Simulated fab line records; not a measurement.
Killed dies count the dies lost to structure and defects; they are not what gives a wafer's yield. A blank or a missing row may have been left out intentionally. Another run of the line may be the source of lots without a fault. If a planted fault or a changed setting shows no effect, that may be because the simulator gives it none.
A struck lot beside a sound one | flow rit-cmos | 20 out of 202 route steps
Sound: these wafers, L251.1, L251.3, L251.4. Wafers L258.2, L258.3, L258.5 were the ones struck. Last of all comes the cause.
At each step with rows: each side's tool, then ch and its chambers, then its first start. Under that, the readings that differ: sound wafers | struck wafers | difference of the means | sigmas: that difference in standard deviations of wafers without a fault.
alike: readings with means less than 2 such deviations apart, plus words and numbers identical on both sides. not compared: withheld readings, readings lacking a value on some wafer, bounds such as >300 that could conceal the same value, and numbers that have no deviation in the record and whose values overlap.
Wherever a step has rows on one side only, a row that says differs or no value, or a row with sigmas, the two part there. Numbers that have no deviation but don't overlap get no sigmas and don't part them. Lack of a reading on every wafer of one side parts them only where that side has two or more wafers.

RIT_GATE_STRIP_20: strips in O2, time 180 s.
  sound on plasma-asher-01 ch 0,1, day 2 22:13; struck on plasma-asher-01 ch 1, day 4 11:13
  alike: chamber-pressure-mTorr, drypump-motor-current-A
  not compared: rf-hours-counter-h
RIT_GATE_CD_MEAS_90 targets a cd of 150 nm.
  struck on cd-sem-02, day 4 11:25; sound on cd-sem-02, day 2 22:23
  alike: cd-nm
then, 4 steps without rows for these wafers: RIT_REOX_CLEAN_00 (cleans in SC1, time 600 s); RIT_REOX_CLEAN_01 (cleans in dHF, time 30 s); RIT_REOX_CLEAN_02 (cleans in SC2, time 600 s); RIT_REOX_OXIDATION_03 (target thk 25.2 nm, ox time 5580 s).
RIT_REOX_THK_MEAS_04:
  struck on film-metro-03, day 4 14:26; sound on film-metro-04, day 3 01:26
  alike: REOX_OXIDE_THK
then, 5 steps without rows for these wafers: RIT_NLDD_HMDS_00 (prime time 60 s); RIT_NLDD_COAT_01 (resist thk 1013 nm); RIT_NLDD_SOFTBAKE_02 (time 60 s); RIT_NLDD_EXPOSE_03 (exposes mask M7, target cd 40700 nm); RIT_NLDD_PEB_04.
RIT_NLDD_DEVELOP_05: develop time 50 s.
  sound on litho-track-01 ch 0, day 3 02:00; struck on litho-track-04 ch 0, day 4 15:00
  alike: chill-plate-temp-C
RIT_NLDD_OVL_MEAS_06:
  struck on overlay-02, day 4 15:28; sound on overlay-01, day 3 02:20
  alike: NLDD_OVL
then, 2 steps without rows for these wafers: RIT_NLDD_HARDBAKE_07 (time 60 s); RIT_NLDD_IMPLANT_08.
RIT_NLDD_STRIP_09: strips in O2, time 180 s.
  sound on plasma-asher-04 ch 0,1, day 3 02:41; struck on plasma-asher-04 ch 0,1, day 4 15:48
  alike: chamber-pressure-mTorr, drypump-motor-current-A
  not compared: rf-hours-counter-h
RIT_NLDD_TW_MEAS_10:
  struck on film-metro-01, day 4 15:59; sound on film-metro-02, day 3 02:51
  reading | sound          | struck   | difference | sigmas
  NLDD_TW | 2478 2481 2467 | 30 30 30 | -2445      | -79
then, 1 step without rows for these wafers: RIT_PLDD_HMDS_00 (prime time 60 s).
RIT_M1_PROBE_99:
  struck on prober-02, day 5 08:01; sound on prober-01, day 3 17:52
  reading             | sound | struck      | difference | sigmas
  killed-at-front-end | 3 6 7 | 264 264 263 | +258       | +83
  killed-dies         | 3 6 7 | 264 264 264 | +259       | +83
  killed-on-rim       | 1 1 2 | 70 70 70    | +69        | +49
  alike: killed-at-contacts, killed-open, killed-short

## WHERE THEY PART
First at RIT_NLDD_TW_MEAS_10; last, within this record, at RIT_M1_PROBE_99.

WHY: the cause the simulator had injected
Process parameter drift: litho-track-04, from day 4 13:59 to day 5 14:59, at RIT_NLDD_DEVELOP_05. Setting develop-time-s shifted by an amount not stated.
